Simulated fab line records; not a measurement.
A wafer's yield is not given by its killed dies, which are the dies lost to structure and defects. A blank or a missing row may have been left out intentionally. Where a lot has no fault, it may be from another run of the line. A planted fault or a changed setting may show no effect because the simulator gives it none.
Which of the tools did it? :: flow berkeley_cmos170 :: 15 lots (45 wafers sampled), 1 step of a 331-step route

## WHAT THE GAUGES SHOWED, per wafer
No reading from a measuring or inspecting step in the record can be judged against a usual standard deviation.

## WHICH TOOL RAN EACH LOT (tool, then ch and the chambers of the sampled wafers, then the start)
lot: L445
UCB170_NVT_EXPOSE_03: krf_scanner-02 ch 0, day 6 23:42

lot: L447
UCB170_NVT_EXPOSE_03: krf_scanner-01 ch 0, day 7 07:44

lot: L448
UCB170_NVT_EXPOSE_03: krf_scanner-01, day 7 07:52

lot: L450
UCB170_NVT_EXPOSE_03: krf_scanner-02, day 7 18:05

lot: L449
UCB170_NVT_EXPOSE_03: krf_scanner-01, day 7 18:31

lot: L451
UCB170_NVT_EXPOSE_03: krf_scanner-01 ch 0, day 7 23:13

lot: L458
UCB170_NVT_EXPOSE_03: krf_scanner-01 ch 0, day 9 11:15

lot: L459
UCB170_NVT_EXPOSE_03: krf_scanner-02 ch 0, day 9 11:31

lot: L457
UCB170_NVT_EXPOSE_03: krf_scanner-02 ch 0, day 9 11:35

lot: L462
UCB170_NVT_EXPOSE_03: krf_scanner-01 ch 0, day 9 15:58

lot: L461
UCB170_NVT_EXPOSE_03: krf_scanner-01 ch 0, day 9 16:05

lot: L464
UCB170_NVT_EXPOSE_03: krf_scanner-01 ch 0, day 10 04:24

lot: L467
UCB170_NVT_EXPOSE_03: krf_scanner-01 ch 0, day 10 21:10

lot: L468
UCB170_NVT_EXPOSE_03: krf_scanner-01 ch 0, day 10 21:41

lot: L466
UCB170_NVT_EXPOSE_03: krf_scanner-01 ch 0, day 10 21:46
- UCB170_NVT_EXPOSE_03: exposes mask PWELL, target cd 3000 nm.

## WHAT THE TOOLS THEMSELVES READ (means of the sampled wafers that have a number; where no wafer has one, the mark that the record gives instead)
UCB170_NVT_EXPOSE_03. Usual: exposure_dose_mJ_cm2 29.998, standard deviation 0.027; focus_offset_nm 0.0 nm, standard deviation 0.56.
lot: L445
tool: krf_scanner-02
exposure_dose_mJ_cm2: 29.998
focus_offset_nm (nm): 0.1
flag: 

lot: L447
tool: krf_scanner-01
exposure_dose_mJ_cm2: 29.995
focus_offset_nm (nm): 0.2
flag: 

lot: L448
tool: krf_scanner-01
exposure_dose_mJ_cm2: -
focus_offset_nm (nm): -
flag: OFF

lot: L450
tool: krf_scanner-02
exposure_dose_mJ_cm2: -
focus_offset_nm (nm): -
flag: OFF

lot: L449
tool: krf_scanner-01
exposure_dose_mJ_cm2: -
focus_offset_nm (nm): -
flag: OFF

lot: L451
tool: krf_scanner-01
exposure_dose_mJ_cm2: 29.982
focus_offset_nm (nm): 0.1
flag: 

lot: L458
tool: krf_scanner-01
exposure_dose_mJ_cm2: 29.982
focus_offset_nm (nm): -0.4
flag: 

lot: L459
tool: krf_scanner-02
exposure_dose_mJ_cm2: 29.969
focus_offset_nm (nm): 0.2
flag: 

lot: L457
tool: krf_scanner-02
exposure_dose_mJ_cm2: 30.001
focus_offset_nm (nm): 0.4
flag: 

lot: L462
tool: krf_scanner-01
exposure_dose_mJ_cm2: 30.026
focus_offset_nm (nm): 0.4
flag: 

lot: L461
tool: krf_scanner-01
exposure_dose_mJ_cm2: 29.996
focus_offset_nm (nm): -0.5
flag: 

lot: L464
tool: krf_scanner-01
exposure_dose_mJ_cm2: 29.979
focus_offset_nm (nm): 0.1
flag: 

lot: L467
tool: krf_scanner-01
exposure_dose_mJ_cm2: 30.000
focus_offset_nm (nm): -0.3
flag: 

lot: L468
tool: krf_scanner-01
exposure_dose_mJ_cm2: 30.004
focus_offset_nm (nm): -0.2
flag: 

lot: L466
tool: krf_scanner-01
exposure_dose_mJ_cm2: 29.977
focus_offset_nm (nm): 0.5
flag: 

## THE ANSWER, worked out from the rows above alone
Rule: a lot is off if the mean of its wafers that have a number lies more than 3 standard deviations from the usual mean. Also off: a lot with no number at a reading for which 4 or more lots have one. Where the step has rows for the other lots, those lots are counted as sound. First the gauges in route order, then the tools' own readings, where a lot's mean is used as printed above. The first step at which some lot is off is used, and at that step the reading that is off furthest; a lot without a number counts as furthest.
Off, at UCB170_NVT_EXPOSE_03 on exposure_dose_mJ_cm2: L448, L450, L449. Without a number there: L448, L450, L449.
A tool fits if, at that step or a process step before it, it ran every lot that is off, and no sound lot after the first of them. Of those tried, none fits.

## WHAT WAS PUT IN BY THE SIMULATOR
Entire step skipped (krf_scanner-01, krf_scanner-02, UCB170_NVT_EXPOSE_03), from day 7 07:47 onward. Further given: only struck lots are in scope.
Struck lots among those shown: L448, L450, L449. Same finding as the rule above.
